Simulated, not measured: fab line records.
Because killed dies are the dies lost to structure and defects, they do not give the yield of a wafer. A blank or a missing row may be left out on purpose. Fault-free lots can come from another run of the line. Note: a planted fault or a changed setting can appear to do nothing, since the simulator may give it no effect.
Commonality check across tools -- flow berkeleyCmos170 -- 15 lots, 45 wafers sampled

REASON FOR OPENING
At UCB170_CONTACT_OVL_MEAS_16 the reading CONTACT_OVL is flagged on 3 of 15 lots. No-fault wafers: 2 nm, standard deviation 5.
Rule: a lot gets a flag if all its wafers with a number sit over 4 standard deviations from that mean, or if no wafer of it has a number. The rest of the lots are taken to be sound.

lot,measured,on,"CONTACT_OVL (nm), wafer by wafer",flag
L519,day 7 22:26,overlay-02,-1 -2 -2,
L523,day 8 06:15,overlay-02,-5 2 4,
L522,day 8 07:26,overlay-02,-4 0 -3,
L526,day 8 08:55,overlay-02,-1 5 6,
L524,day 8 09:01,overlay-01,-7 -1 -2,
L525,day 8 12:57,overlay-02,6 11 1,
L527,day 9 00:05,overlay-01,2 5 0,
L529,day 9 00:26,overlay-01,0 4 -4,
L528,day 9 02:16,overlay-01,-3 0 3,
L530,day 9 16:43,overlay-01,0 9 2,
L531,day 10 07:44,overlay-01,8 2 2,
L533,day 11 03:16,overlay-01,263 266 270,FLAGGED
L536,day 11 03:49,overlay-02,266 256 253,FLAGGED
L538,day 11 22:22,overlay-01,265 263 275,FLAGGED
L541,day 12 13:41,overlay-02,-6 -7 -3,
The numbers of the flagged lots are 264 nm on average: +262 nm against the usual, or +52 standard deviations.

LOT BY LOT: THE TOOL USED
Before the reading, the record contains 2 process steps out of a 331-step route. In each cell: the tool, then ch and the chambers that the sampled wafers went through, then the start.
lot,flag,UCB170_PSD_PEB_04,UCB170_CONTACT_EXPOSE_12
L519,,"lithoTrack-03 ch 0, day 7 10:10","krfScanner-02 ch 0, day 7 21:53"
L523,,"lithoTrack-04 ch 0, day 7 19:17","krfScanner-02 ch 0, day 8 05:44"
L522,,"lithoTrack-01 ch 0, day 7 19:31","krfScanner-02 ch 0, day 8 06:58"
L526,,"lithoTrack-01 ch 0, day 8 00:28","krfScanner-02 ch 0, day 8 08:27"
L524,,"lithoTrack-04 ch 0, day 8 00:29","krfScanner-02 ch 0, day 8 08:30"
L525,,"lithoTrack-01 ch 0, day 8 03:02","krfScanner-02 ch 0, day 8 12:26"
L527,,"lithoTrack-01 ch 0, day 8 13:25","krfScanner-02 ch 0, day 8 23:28"
L529,,"lithoTrack-04 ch 0, day 8 13:34","krfScanner-02 ch 0, day 8 23:56"
L528,,"lithoTrack-03 ch 0, day 8 13:39","krfScanner-01 ch 0, day 9 01:28"
L530,,"lithoTrack-01 ch 0, day 9 04:34","krfScanner-02 ch 0, day 9 15:32"
L531,,"lithoTrack-03 ch 0, day 9 21:32","krfScanner-01 ch 0, day 10 07:14"
L533,FLAGGED,"lithoTrack-01 ch 0, day 10 16:07","krfScanner-02 ch 0, day 11 02:23"
L536,FLAGGED,"lithoTrack-03 ch 0, day 10 16:17","krfScanner-02 ch 0, day 11 02:50"
L538,FLAGGED,"lithoTrack-04 ch 0, day 11 09:04","krfScanner-02 ch 0, day 11 21:44"
L541,,"lithoTrack-04 ch 0, day 12 00:25","krfScanner-01 ch 0, day 12 12:43"
What is done by these steps:
- UCB170_PSD_PEB_04
- UCB170_CONTACT_EXPOSE_12: exposes mask CONT, target cd 700 nm.
- UCB170_CONTACT_OVL_MEAS_16

FLAGGED AGAINST TOTAL, ONE TOOL AT A TIME (gauges that did the reading follow at the end)
step,tool,lots run,flagged,share of the flagged lots,sound lots run after its first flagged lot
UCB170_PSD_PEB_04,lithoTrack-01,6,1,some,0
UCB170_PSD_PEB_04,lithoTrack-03,4,1,some,0
UCB170_PSD_PEB_04,lithoTrack-04,5,1,some,1 (L541)
UCB170_CONTACT_EXPOSE_12,krfScanner-01,3,0,none,-
UCB170_CONTACT_EXPOSE_12,krfScanner-02,12,3,all,0
UCB170_CONTACT_OVL_MEAS_16,overlay-01,8,2,some,0
UCB170_CONTACT_OVL_MEAS_16,overlay-02,7,1,some,1 (L541)

THE TABLE: WHAT IT ALLOWS
Rows of the table that ran each flagged lot: 1, that is krfScanner-02 at UCB170_CONTACT_EXPOSE_12.
- krfScanner-02 at UCB170_CONTACT_EXPOSE_12: 3 of its 12 lots flagged. It ran its last sound lot, L530, at day 9 15:32 and its first flagged lot, L533, at day 11 02:23: a fault with its onset between the two fits.
Left over: one tool, krfScanner-02 at UCB170_CONTACT_EXPOSE_12.

WHAT WAS PUT IN BY THE SIMULATOR
Scanner matching overlay: krfScanner-02, from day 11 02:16 on, at UCB170_CONTACT_EXPOSE_12. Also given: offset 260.
Struck lots among those shown: L533, L536, L538. The same result came from the rule above.
